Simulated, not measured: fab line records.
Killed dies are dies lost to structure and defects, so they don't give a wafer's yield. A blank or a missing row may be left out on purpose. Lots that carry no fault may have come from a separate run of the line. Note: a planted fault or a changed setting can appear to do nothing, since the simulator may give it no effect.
Tool commonality check	flow rit-cmos	42 wafers sampled across 14 lots

WHAT PROMPTED THE OPENING
Of 14 lots, 2 have the reading NWELL_TW flagged at RIT_NWELL_TW_MEAS_10. Wafers without a fault read 2149, standard deviation 24.
Rule: flag the lot when none of its wafers has a number, or when each of its wafers that has one lies beyond 4 standard deviations from that mean. The rest of the lots are taken to be sound.

lot	measured	on	NWELL_TW, wafer by wafer	flag
L512	day 1 21:46	film-metro-02	2120 2114 2112	
L513	day 2 05:15	film-metro-04	2138 2152 2139	
L514	day 2 08:14	film-metro-01	2182 2180 2176	
L515	day 2 12:45	film-metro-01	2173 2174 2178	
L516	day 2 17:07	film-metro-01	2188 2166 2171	
L518	day 3 03:41	film-metro-01	1870 1861 1854	FLAGGED
L520	day 3 14:09	film-metro-01	2167 2160 2164	
L521	day 3 18:59	film-metro-01	2175 2167 2169	
L522	day 3 23:20	film-metro-02	1817 1824 1821	FLAGGED
L527	day 5 01:34	film-metro-04	2145 2144 2141	
L529	day 5 09:58	film-metro-04	2150 2139 2143	
L531	day 5 22:47	film-metro-02	2109 2107 2116	
L534	day 6 11:16	film-metro-02	2119 2135 2120	
L535	day 6 17:35	film-metro-04	2156 2152 2155	
The numbers of the flagged lots are 1841 on average: -308 against the usual, or -13 standard deviations.

EACH LOT AND THE TOOL IT RAN ON
The record holds 1 process step before the reading, out of a route of 202 steps. Every cell lists first the tool, next ch and the chambers used by the sampled wafers, and last the start.
lot	flag	RIT_NWELL_IMPLANT_08
L512		implanter-02 ch 0, day 1 21:29
L513		implanter-03 ch 0, day 2 04:58
L514		implanter-02 ch 0, day 2 07:55
L515		implanter-03 ch 0, day 2 12:26
L516		implanter-03 ch 0, day 2 16:48
L518	FLAGGED	implanter-03 ch 0, day 3 03:22
L520		implanter-02 ch 0, day 3 13:49
L521		implanter-02 ch 0, day 3 18:40
L522	FLAGGED	implanter-03 ch 0, day 3 23:01
L527		implanter-02 ch 0, day 5 01:14
L529		implanter-02 ch 0, day 5 09:39
L531		implanter-02 ch 0, day 5 22:29
L534		implanter-03 ch 0, day 6 10:57
L535		implanter-02 ch 0, day 6 17:19
These steps, and what they do:
- RIT_NWELL_IMPLANT_08
- RIT_NWELL_TW_MEAS_10

FLAGGED AGAINST TOTAL, ONE TOOL AT A TIME (gauges that did the reading follow at the end)
step	tool	lots run	flagged	share of the flagged lots	sound lots run after its first flagged lot
RIT_NWELL_IMPLANT_08	implanter-02	8	0	none	-
RIT_NWELL_IMPLANT_08	implanter-03	6	2	all	1 (L534)
RIT_NWELL_TW_MEAS_10	film-metro-01	6	1	some	2 (L520,L521)
RIT_NWELL_TW_MEAS_10	film-metro-02	4	1	some	2 (L531,L534)
RIT_NWELL_TW_MEAS_10	film-metro-04	4	0	none	-

THE TABLE: WHAT IT ALLOWS
All flagged lots share 1 row of the table, namely implanter-03 at RIT_NWELL_IMPLANT_08.
- implanter-03 at RIT_NWELL_IMPLANT_08 ran 6 lots, 2 of them flagged. Lots that were sound ran on it after the first flagged one (L534); a persistent fault on the entire tool would not allow that. Its own readings lie more than 4 standard deviations out on every wafer of the flagged lots: dose-ions-cm2, faraday-current-uA.
No row of the table ran every flagged lot and no sound lot after the first.

WHAT WAS PUT IN BY THE SIMULATOR
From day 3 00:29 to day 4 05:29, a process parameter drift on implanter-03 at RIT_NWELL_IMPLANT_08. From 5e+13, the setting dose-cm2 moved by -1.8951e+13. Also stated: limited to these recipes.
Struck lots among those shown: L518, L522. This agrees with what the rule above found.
